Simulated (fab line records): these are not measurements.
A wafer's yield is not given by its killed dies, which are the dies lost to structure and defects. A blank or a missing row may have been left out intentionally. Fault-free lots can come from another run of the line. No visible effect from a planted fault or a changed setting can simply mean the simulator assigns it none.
What tool caused it? :: flow berkeleyCmos170 :: 14 lots, 42 wafers sampled, at 1 step of a route of 331

## WHAT THE GAUGES READ, wafer by wafer
No reading from a measuring or inspecting step in the record can be judged against a usual standard deviation.

## WHAT TOOL EACH LOT RAN ON (gives the tool, then ch and the chambers of the sampled wafers, and finally the start)
lot: L573
UCB170_M1_DEVELOP_08: lithoTrack-02 ch 0, day 7 23:00

lot: L575
UCB170_M1_DEVELOP_08: lithoTrack-03 ch 0, day 8 05:00

lot: L577
UCB170_M1_DEVELOP_08: lithoTrack-01 ch 0, day 8 06:00

lot: L574
UCB170_M1_DEVELOP_08: lithoTrack-03 ch 0, day 8 06:00

lot: L576
UCB170_M1_DEVELOP_08: lithoTrack-02 ch 0, day 8 09:00

lot: L580
UCB170_M1_DEVELOP_08: lithoTrack-01 ch 0, day 8 16:00

lot: L579
UCB170_M1_DEVELOP_08: lithoTrack-03 ch 0, day 8 17:00

lot: L578
UCB170_M1_DEVELOP_08: lithoTrack-01 ch 0, day 8 17:00

lot: L581
UCB170_M1_DEVELOP_08: lithoTrack-03 ch 0, day 9 05:00

lot: L582
UCB170_M1_DEVELOP_08: lithoTrack-03 ch 0, day 9 06:00

lot: L583
UCB170_M1_DEVELOP_08: lithoTrack-03 ch 0, day 9 22:00

lot: L585
UCB170_M1_DEVELOP_08: lithoTrack-03, day 9 23:00

lot: L587
UCB170_M1_DEVELOP_08: lithoTrack-02, day 10 04:00

lot: L590
UCB170_M1_DEVELOP_08: lithoTrack-02 ch 0, day 11 08:00
- UCB170_M1_DEVELOP_08: develop time 45 s.

## WHAT THE TOOLS THEMSELVES READ (means of the sampled wafers that have a number; where no wafer has one, the mark that the record gives instead)
UCB170_M1_DEVELOP_08.
lot: L573
tool: lithoTrack-02
chillPlateTempC (C): 23.09
developerTempC (C): 20.86

lot: L575
tool: lithoTrack-03
chillPlateTempC (C): 22.91
developerTempC (C): 21.03

lot: L577
tool: lithoTrack-01
chillPlateTempC (C): 22.83
developerTempC (C): 21.07

lot: L574
tool: lithoTrack-03
chillPlateTempC (C): 22.99
developerTempC (C): 21.00

lot: L576
tool: lithoTrack-02
chillPlateTempC (C): 22.89
developerTempC (C): 21.08

lot: L580
tool: lithoTrack-01
chillPlateTempC (C): 23.09
developerTempC (C): 20.96

lot: L579
tool: lithoTrack-03
chillPlateTempC (C): 22.90
developerTempC (C): 20.99

lot: L578
tool: lithoTrack-01
chillPlateTempC (C): 22.95
developerTempC (C): 20.85

lot: L581
tool: lithoTrack-03
chillPlateTempC (C): 22.99
developerTempC (C): 21.12

lot: L582
tool: lithoTrack-03
chillPlateTempC (C): 23.06
developerTempC (C): 21.20

lot: L583
tool: lithoTrack-03
chillPlateTempC (C): 22.94
developerTempC (C): 21.09

lot: L585
tool: lithoTrack-03
chillPlateTempC (C): -
developerTempC (C): -

lot: L587
tool: lithoTrack-02
chillPlateTempC (C): -
developerTempC (C): -

lot: L590
tool: lithoTrack-02
chillPlateTempC (C): 23.06
developerTempC (C): 20.90

## THE ANSWER, worked out from the rows above alone
Rule: usual is defined by the lots themselves. Put in order of their means at a reading, lots are off if they are a third of the lots or fewer, leave a main group of 4 or more, and stand apart from it by a gap of 3 or more times the standard deviation of the main group's means; of several such gaps the widest counts. A main group whose means are all the same, to the digits that the tables above print for the reading, isn't used. A lot without any number at a reading at which 4 lots or more have one is off too. The other lots that the step has rows for count as sound. After the gauges, taken in route order, come the tools' own readings; for these a lot's mean is taken, as printed above. At the first step where some lot is off, the reading lying furthest off is the one used; lots without a number count as furthest.
Off: L585, L587, at UCB170_M1_DEVELOP_08 (chillPlateTempC). Without a number there: L585, L587. The main group has a mean of 22.97 C with a standard deviation of 0.082.
A tool fits if, at that step or a process step before it, it ran every lot that is off, and no sound lot after the first of them. None of those tried fits.

## WHAT HAD BEEN PUT IN BY THE SIMULATOR
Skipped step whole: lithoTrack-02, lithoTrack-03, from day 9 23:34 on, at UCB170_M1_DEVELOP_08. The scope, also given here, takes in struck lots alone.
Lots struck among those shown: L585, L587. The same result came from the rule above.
